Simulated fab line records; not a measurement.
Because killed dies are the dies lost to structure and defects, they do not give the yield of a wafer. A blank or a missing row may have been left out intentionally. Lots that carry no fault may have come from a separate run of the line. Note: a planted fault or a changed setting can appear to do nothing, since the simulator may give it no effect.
fab line records | flow rit_cmos
record: lots: 14 wafers: 42 last_day: 8
route steps=202 shown GATE@84 NSD@140 SDANNEAL@156 M1@202
lots that met no fault: from a run of the same line without faults
start_h: the number of hours between the record's first day and the start of the first shown wafer of the lot | wait_h: hours since the lot's step before | " repeats the value in the row above | L1.1+2: a single row standing in for several wafers | - no value, or no start given | * or withheld: withheld | < > ~ a bound
route shown NAME@n: NAME is a module with steps in the file, n the number in the route of the first one | usual: mean/standard deviation of fault-free wafers | same: alike in all rows | chamber/n: place in a boat | sites: per-site readings | _std_site: the standard deviation of these | _edge_site: inner sites' mean taken away from outer sites' mean | radius_mm: for every site, how far away it sits from the centre of the wafer | mask NAME#n: copy n | behind: tool/chamber where the wafer was last shaped | hold: cause of the lot's hold/its duration in hours/its outcome | device: which transistor (n, p or np) failed to switch | end of line: tests run on the same wafers once the route is complete | a step with no rows: only its recipe | killed: the dies lost at the first sort to structure and to defects; this is not the yield of the wafer | map: a wafer's dies, x killed, . not, _ none there
set.NAME: setting as actually run; set.NAME@STEP: the setting as run at that earlier step | model.NAME: the simulator's own value behind a step, which no gauge read
steps of the route over a sample of lots; a table a step, a row a wafer
services: the hour from which a tool's chamber was out of use, counted from the record's first day as start_h (under 0 if before that day), plus the number of hours and why
== steps ==
step: RIT_GATE_CVD_08
recipe: material: poly-Si target_thk_nm: 250 temp_c: 610 precursor: SiH4 time_s: 2220 pressure_mtorr: 300 sih4_flow_sccm: 100
columns lot.wafer tool chamber start_h wait_h
L878.1+5+6 lpcvd-01 1 35.53 0.1
L879.1+3+5 lpcvd-02 0 39.67 0.1
L880.2+3+6 lpcvd-02 0 49.74 0.6
L882.2+5+6 lpcvd-01 1 61.33 0.0
L884.3+4+6 lpcvd-02 0 68.22 0.4
L886.1+2+6 lpcvd-02 1 81.25 0.1
L887.2+3+5 lpcvd-01 0 85.65 0.0
L888.2+4+5 lpcvd-02 1 94.51 0.0
L889.3+4+5 lpcvd-02 1 97.15 0.0
L890.1+2+4 lpcvd-02 1 98.77 0.3
L891.1+3+5 lpcvd-01 1 103.82 0.1
L892.2+3+4 lpcvd-01 0 118.02 0.5
L893.2+4+5 lpcvd-01 0 118.02 0.5
L900.1+3+4 lpcvd-01 0 167.01 0.1
step: RIT_GATE_THK_MEAS_09
recipe: reads: poly-Si_of_GATE_CVD_08
usual: GATE_POLY_THK: 250.1/2
columns lot.wafer tool chamber start_h wait_h GATE_POLY_THK[nm]
L878.1 film_metro-02 - 37.14 0.0 248.9
L878.5 " - " " 247.4
L878.6 " - " " 248.6
L879.1 film_metro-02 - 41.28 0.0 249.2
L879.3 " - " " 248.5
L879.5 " - " " 247.5
L880.2 film_metro-02 - 52.18 0.0 253.7
L880.3 " - " " 254.9
L880.6 " - " " 253.6
L882.2 film_metro-01 - 62.96 0.0 248.7
L882.5 " - " " 249.6
L882.6 " - " " 251.1
L884.3 film_metro-04 - 69.86 0.0 248.5
L884.4 " - " " 248.9
L884.6 " - " " 248.9
L886.1 film_metro-04 - 82.87 0.0 249.1
L886.2 " - " " 250.9
L886.6 " - " " 250.0
L887.2 film_metro-04 - 87.28 0.0 248.4
L887.3 " - " " 251.4
L887.5 " - " " 249.5
L888.2 film_metro-04 - 96.14 0.0 246.3
L888.4 " - " " 248.6
L888.5 " - " " 248.0
L889.3 film_metro-04 - 98.79 0.0 269.3
L889.4 " - " " 268.7
L889.5 " - " " 268.7
L890.1 film_metro-01 - 100.38 0.0 267.8
L890.2 " - " " 270.6
L890.4 " - " " 270.5
L891.1 film_metro-02 - 105.44 0.0 247.7
L891.3 " - " " 249.0
L891.5 " - " " 247.5
L892.2 film_metro-04 - 119.65 0.0 252.3
L892.3 " - " " 252.4
L892.4 " - " " 251.4
L893.2 film_metro-01 - 119.66 0.0 246.8
L893.4 " - " " 247.5
L893.5 " - " " 247.0
L900.1 film_metro-02 - 168.63 0.0 252.5
L900.3 " - " " 252.4
L900.4 " - " " 251.6
step: RIT_GATE_ETCH_19
recipe: chemistry: SF6/CHF3/O2 time_s: 165 SF6_flow_sccm: 30 CHF3_flow_sccm: 30 O2_flow_sccm: 5 target: poly-Si pressure_mtorr: 40 rf_w: 160 target_depth_a: 3125 over_etch_frac: 0.25 stop_on: SiO2
usual: drypump_motor_current_A: 5.4/0.49 oes_product_au: 0.846/0.014 throttle_valve_pct: 10.25/0.1
columns lot.wafer tool chamber start_h wait_h drypump_motor_current_A oes_product_au rf_hours_counter_h throttle_valve_pct
L878.1 rie_si-01 1 38.44 0.1 4.8 0.832 85 10.42
L878.5 " 3 " " 4.9 0.860 - 10.11
L878.6 " 2 " " 5.6 0.852 - 10.20
L879.1 rie_si-02 0 42.62 0.1 5.1 0.858 30 10.16
L879.3 " 1 " " 6.2 0.844 8 10.17
L879.5 " 2 " " 6.0 0.850 - 10.34
L880.2 rie_si-01 1 53.38 0.1 4.8 0.843 85 10.41
L880.3 " 3 " " 4.9 0.883 158 10.11
L880.6 " 1 " " 4.7 0.851 - 10.42
L882.2 rie_si-01 1 64.29 0.1 4.8 0.836 85 10.44
L882.5 " 1 " " 4.8 0.836 - 10.41
L882.6 " 2 " " 5.6 0.859 - 10.19
L884.3 rie_si-01 2 71.21 0.1 5.6 0.848 2 10.20
L884.4 " 3 " " 4.9 0.867 158 10.11
L884.6 " 1 " " 4.7 0.826 - 10.42
L886.1 rie_si-01 2 84.38 0.1 5.6 0.854 2 10.20
L886.2 " 1 " " 4.7 0.833 85 10.41
L886.6 " 1 " " 4.8 0.841 - 10.41
L887.2 rie_si-02 1 88.63 0.1 6.2 0.846 8 10.19
L887.3 " 0 " " 5.1 0.860 30 10.14
L887.5 " 1 " " 6.3 0.852 - 10.19
L888.2 rie_si-01 3 97.47 0.1 4.9 0.821 0 10.10
L888.4 " 0 " " 5.4 0.842 141 10.29
L888.5 " 3 " " 4.9 0.827 - 10.10
L889.3 rie_si-02 2 100.11 0.1 5.9 0.897 39 10.34
L889.4 " 0 " " 5.1 0.913 30 10.17
L889.5 " 2 " " 5.9 0.896 - 10.34
L890.1 rie_si-01 1 101.60 0.1 4.7 0.870 85 10.41
L890.2 " 0 " " 5.5 0.894 141 10.30
L890.4 " 3 " " 4.9 0.886 0 10.08
L891.1 rie_si-02 0 106.78 0.1 5.1 0.851 30 10.17
L891.3 " 1 " " 6.3 0.858 8 10.18
L891.5 " 3 " " 5.1 0.822 - 10.31
L892.2 rie_si-01 3 120.85 0.1 4.9 0.843 0 10.08
L892.3 " 1 " " 4.8 0.840 86 10.42
L892.4 " 2 " " 5.5 0.861 2 10.20
L893.2 rie_si-02 1 121.24 0.1 6.3 0.844 8 10.18
L893.4 " 0 " " 5.1 0.851 - 10.17
L893.5 " 1 " " 6.2 0.846 - 10.19
L900.1 rie_si-01 3 170.13 0.1 4.9 0.837 1 10.09
L900.3 " 2 " " 5.6 0.862 3 10.17
L900.4 " 3 " " 4.9 0.830 - 10.09
step: RIT_GATE_CD_MEAS_90
recipe: target_cd_nm: 150
usual: cd_nm: 148.7/2.9
columns lot.wafer tool chamber start_h wait_h cd_nm
L878.1 cd_sem-02 - 38.72 0.1 156.8
L878.5 " - " " 154.0
L878.6 " - " " 154.5
L879.1 cd_sem-01 - 42.91 0.1 150.1
L879.3 " - " " 149.4
L879.5 " - " " 149.1
L880.2 cd_sem-02 - 53.69 0.1 145.8
L880.3 " - " " 147.1
L880.6 " - " " 148.0
L882.2 cd_sem-02 - 64.60 0.1 149.5
L882.5 " - " " 150.9
L882.6 " - " " 149.9
L884.3 cd_sem-01 - 71.53 0.1 143.1
L884.4 " - " " 144.8
L884.6 " - " " 146.1
L886.1 cd_sem-01 - 84.66 0.1 145.7
L886.2 " - " " 145.2
L886.6 " - " " 144.4
L887.2 cd_sem-01 - 88.94 0.1 147.4
L887.3 " - " " 146.8
L887.5 " - " " 146.0
L888.2 cd_sem-01 - 97.77 0.1 151.9
L888.4 " - " " 151.8
L888.5 " - " " 151.8
L889.3 cd_sem-01 - 100.43 0.1 150.8
L889.4 " - " " 152.3
L889.5 " - " " 151.4
L890.1 cd_sem-01 - 101.88 0.1 145.5
L890.2 " - " " 143.9
L890.4 " - " " 147.5
L891.1 cd_sem-01 - 107.06 0.1 152.8
L891.3 " - " " 151.3
L891.5 " - " " 151.2
L892.2 cd_sem-02 - 121.16 0.1 148.4
L892.3 " - " " 150.7
L892.4 " - " " 149.4
L893.2 cd_sem-01 - 121.54 0.1 143.7
L893.4 " - " " 144.0
L893.5 " - " " 143.4
L900.1 cd_sem-01 - 170.41 0.1 150.5
L900.3 " - " " 148.9
L900.4 " - " " 147.1
step: RIT_NSD_STRIP_09
recipe: chemistry: O2 time_s: 180 resist: NOVOLAK platen_temp_c: withheld power_w: 500 pressure_mtorr: 4000 o2_flow_sccm: 4000
usual: drypump_motor_current_A: 5.8/0.42
columns lot.wafer tool chamber start_h wait_h drypump_motor_current_A rf_hours_counter_h
L878.1 plasma_asher-01 1 49.06 0.1 5.9 41
L878.5 " 0 " " 5.4 -
L878.6 " 1 " " 6.0 -
L879.1 plasma_asher-01 0 54.00 0.1 5.4 41
L879.3 " 1 " " 5.9 -
L879.5 " 1 " " 5.9 -
L880.2 plasma_asher-04 1 63.53 0.1 6.1 41
L880.3 " 1 " " 6.1 -
L880.6 " 0 " " 5.4 -
L882.2 plasma_asher-04 0 75.81 0.1 5.4 42
L882.5 " 1 " " 6.1 -
L882.6 " 0 " " 5.4 -
L884.3 plasma_asher-01 1 83.64 0.1 6.0 -
L884.4 " 0 " " 5.4 -
L884.6 " 0 " " 5.4 -
L886.1 plasma_asher-01 0 95.99 0.1 5.4 45
L886.2 " 1 " " 6.0 45
L886.6 " 1 " " 5.9 -
L887.2 plasma_asher-01 0 101.19 0.1 5.4 46
L887.3 " 0 " " 5.4 -
L887.5 " 1 " " 5.9 -
L888.2 plasma_asher-01 0 107.81 0.1 5.4 47
L888.4 " 0 " " 5.4 -
L888.5 " 0 " " 5.4 -
L889.3 plasma_asher-02 1 110.28 0.1 5.5 -
L889.4 " 0 " " 6.6 -
L889.5 " 1 " " 5.5 -
L890.1 plasma_asher-04 0 112.80 0.1 5.4 46
L890.2 " 1 " " 6.1 46
L890.4 " 0 " " 5.4 -
L891.1 plasma_asher-02 0 119.42 0.1 6.6 48
L891.3 " 0 " " 6.6 -
L891.5 " 1 " " 5.5 -
L893.2 plasma_asher-04 1 133.95 0.1 6.1 48
L893.4 " 1 " " 6.1 -
L893.5 " 0 " " 5.4 -
L892.2 plasma_asher-01 1 134.52 0.1 5.9 1
L892.3 " 0 " " 5.4 -
L892.4 " 1 " " 5.9 -
L900.1 plasma_asher-02 1 183.12 0.1 5.4 53
L900.3 " 1 " " 5.5 -
L900.4 " 0 " " 6.6 -
step: RIT_SDANNEAL_RTA_03
recipe: temp_c: 1050 time_s: 5 idle_temp_c: 600 ramp_up_c_per_s: 342 ramp_down_c_per_s: 171 cool_to_c: 600 ambient: N2
usual: ramp_up_c_per_s: 342.00/0.065 wafer_temp_C_max: 1053.3/1
columns lot.wafer tool chamber start_h wait_h ramp_up_c_per_s wafer_temp_C_max
L878.1 rtp_anneal-02 0 51.21 0.0 342.06 1055.1
L878.5 " 0 " " 341.94 1051.9
L878.6 " 0 " " 342.01 1051.2
L879.1 rtp_anneal-01 0 56.02 0.0 342.05 1052.0
L879.3 " 0 " " 342.05 1054.0
L879.5 " 0 " " 341.99 1053.3
L880.2 rtp_anneal-02 0 65.69 0.0 341.98 1052.7
L880.3 " 0 " " 341.99 1053.4
L880.6 " 0 " " 342.11 1053.2
L882.2 rtp_anneal-02 0 77.98 0.0 342.04 1053.7
L882.5 " 0 " " 342.08 1054.5
L882.6 " 0 " " 342.04 1052.2
L884.3 rtp_anneal-02 0 85.65 0.0 341.95 1055.7
L884.4 " 0 " " 342.03 1053.7
L884.6 " 0 " " 341.92 1053.1
L886.1 rtp_anneal-02 0 98.14 0.0 341.83 1051.8
L886.2 " 0 " " 341.98 1053.4
L886.6 " 0 " " 342.02 1054.0
L887.2 rtp_anneal-01 0 103.38 0.0 341.98 1052.6
L887.3 " 0 " " 341.97 1052.3
L887.5 " 0 " " 342.12 1055.0
L888.2 rtp_anneal-02 0 109.86 0.0 342.01 1055.0
L888.4 " 0 " " 341.93 1052.1
L888.5 " 0 " " 341.94 1052.7
L889.3 rtp_anneal-01 0 112.40 0.0 342.01 1052.3
L889.4 " 0 " " 342.09 1054.0
L889.5 " 0 " " 342.03 1055.9
L890.1 rtp_anneal-02 0 114.83 0.0 342.12 1056.0
L890.2 " 0 " " 342.01 1051.8
L890.4 " 0 " " 342.05 1053.0
L891.1 rtp_anneal-01 0 121.44 0.0 341.92 1053.6
L891.3 " 0 " " 342.03 1053.5
L891.5 " 0 " " 342.08 1053.6
L893.2 rtp_anneal-02 0 136.18 0.0 341.93 1054.6
L893.4 " 0 " " 342.07 1051.8
L893.5 " 0 " " 342.09 1052.9
L892.2 rtp_anneal-01 0 136.67 0.0 342.05 1052.7
L892.3 " 0 " " 342.12 1053.8
L892.4 " 0 " " 342.10 1053.6
L900.1 rtp_anneal-01 0 185.30 0.0 342.10 1054.6
L900.3 " 0 " " 341.97 1052.8
L900.4 " 0 " " 342.07 1053.2
step: RIT_M1_PROBE_99
usual: killed_at_contacts: 0.1/0.24 killed_at_front_end: 7/3.1 killed_dies: 7/3.1 killed_open: 3.3/1.9 killed_short: 3.9/2.1
same: gross_dies: 264 killed_at_M0_to_M3: 0 killed_at_M4_up: 0 killed_at_back_side: 0 killed_at_other: 0
columns lot.wafer tool chamber start_h wait_h killed_at_contacts killed_at_front_end killed_dies killed_open killed_short
L886.1 prober-01 - 105.78 0.1 0 9 9 4 5
L886.2 prober-01 - 105.83 0.1 0 10 10 4 6
L886.6 prober-01 - 106.03 0.2 1 11 12 5 7
L887.2 prober-02 - 111.02 0.1 0 1 1 0 1
L887.3 prober-02 - 111.07 0.2 0 6 6 1 5
L887.5 prober-02 - 111.17 0.2 0 8 8 5 3
L889.3 prober-02 - 119.78 0.2 0 3 3 1 2
L889.4 prober-02 - 119.83 0.2 0 4 4 2 2
L889.5 prober-02 - 119.88 0.2 0 13 13 4 9
L891.1 prober-02 - 128.92 0.1 0 7 7 4 3
L891.3 prober-02 - 129.02 0.2 0 3 3 1 2
L891.5 prober-02 - 129.12 0.2 0 6 6 2 4
L893.2 prober-01 - 143.76 0.1 0 13 13 8 5
L893.4 prober-01 - 143.86 0.2 0 10 10 5 5
L893.5 prober-01 - 143.91 0.2 0 10 10 4 6
L892.2 prober-02 - 145.27 0.1 0 4 4 2 2
L892.3 prober-02 - 145.32 0.2 0 11 11 0 9
L892.4 prober-02 - 145.37 0.2 0 6 6 2 3
killed by level:class
L886.1 FOX1:geometric_particle:short=2 GATE:geometric_particle:open=2 SPACER:geometric_particle:short=2 FOX2:geometric_particle:open=1 GATE:geometric_particle:short=1 SPACER:geometric_particle:open=1
L886.2 GATE:geometric_particle:short=5 REOX:geometric_particle:open=2 GATE:geometric_particle:open=1 REOX:geometric_particle:short=1 SILICIDE:geometric_particle:open=1
L886.6 FOX2:geometric_particle:short=2 GATE:geometric_particle:short=2 GATE:geometric_particle:open=2 FOX1:geometric_particle:short=1 REOX:geometric_particle:open=1 SPACER:geometric_particle:open=1 SPACER:geometric_particle:short=1 SILICIDE:geometric_particle:short=1
L887.2 GATE:geometric_particle:short=1
L887.3 GATE:geometric_particle:short=2 SILICIDE:geometric_particle:short=2 FOX2:geometric_particle:open=1 SPACER:geometric_particle:short=1
L887.5 FOX1:geometric_particle:open=2 GATE:geometric_particle:short=2 ACTIVE:geometric_particle:open=1 GATE:geometric_particle:open=1 REOX:geometric_particle:open=1 SILICIDE:geometric_particle:short=1
L889.3 FOX2:geometric_particle:open=1 REOX:geometric_particle:short=1 SPACER:geometric_particle:short=1
L889.4 FOX1:geometric_particle:short=1 REOX:geometric_particle:short=1 SPACER:geometric_particle:open=1 SILICIDE:geometric_particle:open=1
L889.5 GATE:geometric_particle:short=4 REOX:geometric_particle:short=3 FOX1:geometric_particle:open=1 FOX1:geometric_particle:short=1 FOX2:geometric_particle:open=1 GATE:geometric_particle:open=1 SILICIDE:geometric_particle:open=1 SILICIDE:geometric_particle:short=1
L891.1 GATE:geometric_particle:open=3 GATE:geometric_particle:short=2 SPACER:geometric_particle:open=1 SPACER:geometric_particle:short=1
L891.3 FOX1:geometric_particle:short=2 SPACER:geometric_particle:open=1
L891.5 SILICIDE:geometric_particle:short=2 SILICIDE:geometric_particle:open=2 FOX1:geometric_particle:short=1 REOX:geometric_particle:short=1
L893.2 GATE:geometric_particle:open=4 REOX:geometric_particle:open=2 SILICIDE:geometric_particle:short=2 FOX1:geometric_particle:open=1 FOX1:geometric_particle:short=1 GATE:geometric_particle:short=1 REOX:geometric_particle:short=1 SPACER:geometric_particle:open=1
L893.4 GATE:geometric_particle:short=4 SILICIDE:geometric_particle:open=2 GATE:geometric_particle:open=1 REOX:geometric_particle:open=1 SPACER:geometric_particle:open=1 SPACER:geometric_particle:short=1
L893.5 GATE:geometric_particle:short=4 GATE:geometric_particle:open=2 REOX:geometric_particle:short=2 FOX1:geometric_particle:open=1 SILICIDE:geometric_particle:open=1
L892.2 ACTIVE:geometric_particle:open=1 GATE:geometric_particle:open=1 GATE:geometric_particle:short=1 SILICIDE:geometric_particle:short=1
L892.3 GATE:geometric_particle:short=6 FOX2:geometric_particle:short=2 PWELL:coat_microbubble_printed=2 FOX1:geometric_particle:short=1
L892.4 SILICIDE:geometric_particle:short=2 FOX2:geometric_particle:short=1 REOX:geometric_particle:open=1 SILICIDE:geometric_particle:open=1 PWELL:coat_microbubble_printed=1
== services ==
columns tool chamber start_h hours kind
rtp_anneal-02 - 21.76 5.2 pm
plasma_asher-04 - 35.24 10.0 pm
plasma_asher-02 - 44.58 1.2 repair
plasma_asher-04 - 47.58 3.2 repair
rie_si-01 3 75.28 - clean
rie_si-01 3 75.28 11.0 scheduled_down
rie_si-01 3 75.28 11.0 vent_cycle
plasma_asher-02 - 92.16 14.6 pm
plasma_asher-01 - 108.75 9.0 pm
plasma_asher-01 0 108.75 9.0 vent_cycle
plasma_asher-01 1 108.75 9.0 vent_cycle
plasma_asher-04 - 116.94 2.9 repair
plasma_asher-01 0 117.75 - clean
plasma_asher-01 1 117.75 - clean
rie_si-02 3 120.25 12.3 repair
lpcvd-01 - 121.78 2.5 repair
lpcvd-01 - 127.36 2.8 pm
rie_si-02 0 131.00 2.3 repair
rie_si-01 0 152.91 - clean
rie_si-01 0 152.91 29.2 scheduled_down
rie_si-01 0 152.91 29.2 vent_cycle
plasma_asher-04 - 167.00 0.6 repair
plasma_asher-02 - 168.22 6.6 repair
== key ==
first_sign: step: RIT_GATE_THK_MEAS_09 reading: GATE_POLY_THK direction: up sigmas: 9.6 usual: 250.1 struck: 269.3
effect: step: RIT_GATE_ETCH_19 reading: oes_product_au direction: up sigmas: 3.5 usual: 0.846 struck: 0.893
met_at RIT_GATE_CVD_08
struck_lots L889,L890
tester_left_out L889,L890
not_acting_at RIT_GATE_CD_MEAS_90,RIT_NSD_STRIP_09,RIT_SDANNEAL_RTA_03
fault: kind: process_parameter_drift tool: lpcvd-02 chamber: - onset_h: 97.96 steps: RIT_GATE_CVD_08 channel: target_thk_nm offset: 20 shape: step end_h: 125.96 acts_in: these_recipes_only stated: 250
tester_left_out: of these lots the tester's yield and bins aren't shown, on N5 and GAA mostly nor the transistor test; their killed dies are dies lost to structure and defects alone, not to doping, threshold or leakage, so they don't give the yield
